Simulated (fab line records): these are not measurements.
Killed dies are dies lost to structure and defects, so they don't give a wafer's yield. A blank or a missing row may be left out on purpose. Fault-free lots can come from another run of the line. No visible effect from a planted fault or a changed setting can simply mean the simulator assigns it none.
Which tool did it? | flow rit-cmos | 14 lots (42 wafers sampled), 1 step of a 202-step route

WHAT THE GAUGES READ, wafer by wafer
Not one reading of a measure or inspect step in the record can be checked against a usual standard deviation.

TOOL THAT RAN EACH LOT (tool first, then ch and the chambers of the sampled wafers, then the start)
lot  | RIT_PSD_DEVELOP_05
L636 | litho-track-01 ch 0, day 3 02:00
L638 | litho-track-02 ch 0, day 3 12:00
L639 | litho-track-01 ch 0, day 3 20:00
L640 | litho-track-01, day 3 23:00
L641 | litho-track-02, day 4 02:00
L649 | litho-track-01 ch 0, day 5 21:00
L651 | litho-track-01 ch 0, day 6 07:00
L652 | litho-track-01 ch 0, day 6 14:00
L653 | litho-track-02 ch 0, day 6 19:00
L654 | litho-track-01 ch 0, day 6 21:00
L655 | litho-track-02 ch 0, day 7 00:00
L656 | litho-track-01 ch 0, day 7 10:00
L657 | litho-track-02 ch 0, day 7 13:00
L659 | litho-track-01 ch 0, day 8 00:00
- RIT_PSD_DEVELOP_05: develop time 50 s.

WHAT THE TOOLS THEMSELVES READ (means of the sampled wafers that have a number; where no wafer has one, the mark that the record gives instead)
RIT_PSD_DEVELOP_05. Usual: chill-plate-temp-C reads 23.00 C (standard deviation 0.13).
lot  | tool           | chill-plate-temp-C (C) | flag
L636 | litho-track-01 | 22.88                  |
L638 | litho-track-02 | 22.81                  |
L639 | litho-track-01 | 22.89                  |
L640 | litho-track-01 | -                      | OFF
L641 | litho-track-02 | -                      | OFF
L649 | litho-track-01 | 23.04                  |
L651 | litho-track-01 | 23.06                  |
L652 | litho-track-01 | 22.97                  |
L653 | litho-track-02 | 23.00                  |
L654 | litho-track-01 | 22.77                  |
L655 | litho-track-02 | 23.04                  |
L656 | litho-track-01 | 22.98                  |
L657 | litho-track-02 | 23.12                  |
L659 | litho-track-01 | 23.18                  |

THE ANSWER, worked out from the rows above alone
Rule: a lot counts as off when the mean over its wafers that have a number is more than 3 standard deviations away from the usual mean. Also off: a lot with no number at a reading for which 4 or more lots have one. Any other lot the step has rows for is counted as sound. Order of review: gauges by route order, followed by the tools' own readings, for which a lot's mean as printed above is used. The first step at which some lot is off is used, and at that step the reading that is off furthest; a lot without a number counts as furthest.
Off: L640, L641 (RIT_PSD_DEVELOP_05, chill-plate-temp-C). Without a number there: L640, L641.
A tool fits if, at that step or a process step before it, it ran every lot that is off, and no sound lot after the first of them. Of those tried, none fits.

WHAT THE SIMULATOR PUT IN
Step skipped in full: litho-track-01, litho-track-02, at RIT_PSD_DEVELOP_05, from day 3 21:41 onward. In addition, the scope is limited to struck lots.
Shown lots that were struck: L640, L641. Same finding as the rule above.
